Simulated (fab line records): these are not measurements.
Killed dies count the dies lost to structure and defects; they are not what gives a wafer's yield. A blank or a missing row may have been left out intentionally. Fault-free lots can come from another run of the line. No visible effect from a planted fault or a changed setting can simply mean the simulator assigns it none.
Lot-split experiment ; flow berkeley-cmos170 ; 23 wafers read across 5 lots, on a route 331 steps long

== THE SPLIT ITSELF ==
At UCB170_PSD_EXPOSE_03 (exposes mask PSELECT MOD, target cd 1200 nm), the setting dose-mj was moved away from the recipe's 30 on 10 of the 23 wafers read, by -6.5% to -4.1%. This setting was run at the recipe's value on the other wafers.

== FROM THE SPLIT TO THE READING: what the file shows between them, 2 steps ==
- UCB170_PSD_PEB_04
- UCB170_PSD_DEVELOP_05: develop time 45 s

== THE READING ==
cd-nm at UCB170_PSD_CD_MEAS_06, given in nm (cd target 1200 nm). Fault-free wafers of this fab line usually give 1199.1 nm, standard deviation 1.4 nm.

wafer;tool, chamber at the split;dose-mj as run;against the recipe;cd-nm, nm;against lot-mates on the recipe
L076.1;krf-scanner-02, 0;28.38;-5.4%;1191.6;-9.8
L076.2;krf-scanner-02, 0;30;recipe;1202.5;-
L076.3;krf-scanner-02, 0;28.38;-5.4%;1191.2;-10.1
L076.4;krf-scanner-02, 0;30;recipe;1200.2;-
L076.5;krf-scanner-02, 0;28.38;-5.4%;1190.8;-10.5
L075.1;krf-scanner-01, 0;30;recipe;1197.4;-
L075.2;krf-scanner-01, 0;30;recipe;1199.3;-
L075.3;krf-scanner-01, 0;28.06;-6.5%;1186.7;-11.7
L075.5;krf-scanner-01, 0;28.06;-6.5%;1186.6;-11.8
L075.6;krf-scanner-01, 0;30;recipe;1198.4;-
L077.1;krf-scanner-01, 0;30;recipe;1197.9;-
L077.2;krf-scanner-01, 0;30;recipe;1198.3;-
L077.3;krf-scanner-01, 0;30;recipe;1198.4;-
L082.2;krf-scanner-01, 0;30;recipe;1198.7;-
L082.3;krf-scanner-01, 0;28.12;-6.3%;1185.2;-13.6
L082.4;krf-scanner-01, 0;30;recipe;1199.2;-
L082.5;krf-scanner-01, 0;28.12;-6.3%;1186.0;-12.8
L082.6;krf-scanner-01, 0;30;recipe;1198.6;-
L083.1;krf-scanner-01, 0;28.76;-4.1%;1190.4;-8.0
L083.2;krf-scanner-01, 0;30;recipe;1198.8;-
L083.3;krf-scanner-01, 0;30;recipe;1198.0;-
L083.4;krf-scanner-01, 0;28.76;-4.1%;1191.5;-6.9
L083.6;krf-scanner-01, 0;28.76;-4.1%;1191.3;-7.1

THE FIT
A straight line over all 23 wafers: cd-nm changes by +1.83 nm for each +1% of dose-mj; r = +0.97; the points scatter about the line by 1.4 nm.
The same after taking each lot's own level away (the mean of its wafers on the recipe; 23 wafers): +1.91 nm for each +1%; r = +0.99; scatter 0.74 nm.
Per that fit: largest dose-mj move, reading shift of 12 nm.
From 1198.20 to 1201.35 nm: that is the span of the lots' own levels, equal to 2.2 times the standard deviation above.
Hence the lot-to-lot level has little effect on the slope; both slopes agree.
Check: -12.4 nm against its lot-mates is what the line predicts for one of the wafers moved furthest among these (-6.5%) when that wafer is left out of the fit. It came out at -11.7 nm against them.

== THE OTHER SPLITS THESE WAFERS WENT THROUGH ==
These wafers also went through other splits before the reading. Each is held against what the fit with the lots' levels taken away leaves over:
other split on the same wafers;wafers away from the commonest value;r with cd-nm (lot level and that fit taken away)
UCB170_ZERO_COAT_01 spin-rpm;7;-0.10
UCB170_ZERO_EXPOSE_03 dose-mj;9;-0.17
UCB170_NWELL_IMPLANT_14 energy-kev;9;+0.02
UCB170_PWELL_COAT_08 resist-thk-nm;6;-0.12
UCB170_PWELL_IMPLANT_15 dose-cm2;3;+0.07
UCB170_ACTIVE_CVD_05 temp-c;15;-0.35
UCB170_PFIELD_IMPLANT_07 dose-cm2;10;-0.14
UCB170_SCREENOX_OXIDATION_01 ox-time-s;15;-0.04
UCB170_NVT_IMPLANT_07 energy-kev;9;+0.28
UCB170_PVT_IMPLANT_07 energy-kev;10;+0.30
UCB170_NLDD_IMPLANT_09 dose-cm2;4;-0.23

== FILE'S OWN FIT ==
cd-nm changes by +1.91 nm for each +1% of dose-mj, r = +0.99.
